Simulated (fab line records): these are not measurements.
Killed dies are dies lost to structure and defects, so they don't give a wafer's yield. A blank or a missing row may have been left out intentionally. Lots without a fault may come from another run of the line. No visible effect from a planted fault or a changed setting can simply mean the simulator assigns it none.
Tool commonality check :: flow rit-cmos :: 12 lots, 36 wafers sampled

WHY IT WAS OPENED
At RIT_GATE_THK_MEAS_09 the reading GATE_POLY_THK is flagged on 2 of 12 lots. Wafers without a fault read 250.6 nm, standard deviation 1.9.
Rule: a lot is flagged when every wafer of it that has a number lies more than 4 standard deviations from that mean, or none has a number. All remaining lots are regarded as sound.

lot: L981
measured: day 2 13:08
on: film-metro-04
GATE_POLY_THK (nm), wafer by wafer: 252.1 251.7 253.3
flag: 

lot: L982
measured: day 2 23:15
on: film-metro-04
GATE_POLY_THK (nm), wafer by wafer: 250.9 251.1 254.2
flag: 

lot: L983
measured: day 3 01:22
on: film-metro-04
GATE_POLY_THK (nm), wafer by wafer: 253.7 253.3 254.8
flag: 

lot: L984
measured: day 3 05:22
on: film-metro-01
GATE_POLY_THK (nm), wafer by wafer: 251.5 249.5 249.1
flag: 

lot: L985
measured: day 3 11:29
on: film-metro-04
GATE_POLY_THK (nm), wafer by wafer: 248.0 249.2 248.1
flag: 

lot: L986
measured: day 3 17:23
on: film-metro-04
GATE_POLY_THK (nm), wafer by wafer: 250.0 250.2 251.5
flag: 

lot: L987
measured: day 3 23:16
on: film-metro-04
GATE_POLY_THK (nm), wafer by wafer: 251.6 250.1 251.5
flag: 

lot: L991
measured: day 4 17:51
on: film-metro-01
GATE_POLY_THK (nm), wafer by wafer: 236.4 235.5 235.9
flag: FLAGGED

lot: L993
measured: day 5 10:52
on: film-metro-01
GATE_POLY_THK (nm), wafer by wafer: 231.9 230.1 230.5
flag: FLAGGED

lot: L999
measured: day 7 01:12
on: film-metro-04
GATE_POLY_THK (nm), wafer by wafer: 251.1 252.8 251.5
flag: 

lot: L103
measured: day 8 02:15
on: film-metro-03
GATE_POLY_THK (nm), wafer by wafer: 248.1 248.7 248.0
flag: 

lot: L104
measured: day 8 02:15
on: film-metro-01
GATE_POLY_THK (nm), wafer by wafer: 254.3 251.4 255.6
flag: 
Average over the flagged lots: 233.4 nm; offset from the usual -17.2 nm, equal to -9 standard deviations.

TOOL THAT RAN EACH LOT
The record keeps 1 process step preceding the reading, out of 202 steps on the route. Every cell lists first the tool, next ch and the chambers used by the sampled wafers, and last the start.
lot: L981
flag: 
RIT_GATE_CVD_08: lpcvd-02 ch 1, day 2 11:31

lot: L982
flag: 
RIT_GATE_CVD_08: lpcvd-01 ch 0, day 2 21:37

lot: L983
flag: 
RIT_GATE_CVD_08: lpcvd-01 ch 1, day 2 23:44

lot: L984
flag: 
RIT_GATE_CVD_08: lpcvd-01 ch 0, day 3 03:44

lot: L985
flag: 
RIT_GATE_CVD_08: lpcvd-01 ch 0, day 3 09:52

lot: L986
flag: 
RIT_GATE_CVD_08: lpcvd-02 ch 0, day 3 15:46

lot: L987
flag: 
RIT_GATE_CVD_08: lpcvd-01 ch 1, day 3 21:38

lot: L991
flag: FLAGGED
RIT_GATE_CVD_08: lpcvd-02 ch 1, day 4 16:13

lot: L993
flag: FLAGGED
RIT_GATE_CVD_08: lpcvd-02 ch 1, day 5 09:16

lot: L999
flag: 
RIT_GATE_CVD_08: lpcvd-01 ch 1, day 6 23:35

lot: L103
flag: 
RIT_GATE_CVD_08: lpcvd-02 ch 0, day 8 00:38

lot: L104
flag: 
RIT_GATE_CVD_08: lpcvd-02 ch 0, day 8 00:38
What the steps here do:
- RIT_GATE_CVD_08: deposits poly-Si from SiH4, target thk 250 nm, time 2220 s.
- RIT_GATE_THK_MEAS_09

FLAGGED OVER TOTAL, TOOL BY TOOL (the gauges that took the reading come last)
step: RIT_GATE_CVD_08
tool: lpcvd-01
lots run: 6
flagged: 0
share of the flagged lots: none
sound lots run after its first flagged lot: -

step: RIT_GATE_CVD_08
tool: lpcvd-02
lots run: 6
flagged: 2
share of the flagged lots: all
sound lots run after its first flagged lot: 2 (L103,L104)

step: RIT_GATE_THK_MEAS_09
tool: film-metro-01
lots run: 4
flagged: 2
share of the flagged lots: all
sound lots run after its first flagged lot: 1 (L104)

step: RIT_GATE_THK_MEAS_09
tool: film-metro-03
lots run: 1
flagged: 0
share of the flagged lots: none
sound lots run after its first flagged lot: -

step: RIT_GATE_THK_MEAS_09
tool: film-metro-04
lots run: 7
flagged: 0
share of the flagged lots: none
sound lots run after its first flagged lot: -

THE TABLE: WHAT IT ALLOWS
Table rows that saw every flagged lot: 2, namely lpcvd-02 at RIT_GATE_CVD_08 and film-metro-01 at RIT_GATE_THK_MEAS_09.
- lpcvd-02 at RIT_GATE_CVD_08: 2 of its 6 lots flagged. Sound lots ran on it after the first flagged one (L103, L104), which a lasting fault on the whole tool wouldn't allow.
- film-metro-01 at RIT_GATE_THK_MEAS_09: 2 of its 4 lots flagged. Sound lots ran on it after the first flagged one (L104), which a lasting fault on the whole tool wouldn't allow.
No row of the table ran every flagged lot and no sound lot after the first.

WHAT WAS PUT IN BY THE SIMULATOR
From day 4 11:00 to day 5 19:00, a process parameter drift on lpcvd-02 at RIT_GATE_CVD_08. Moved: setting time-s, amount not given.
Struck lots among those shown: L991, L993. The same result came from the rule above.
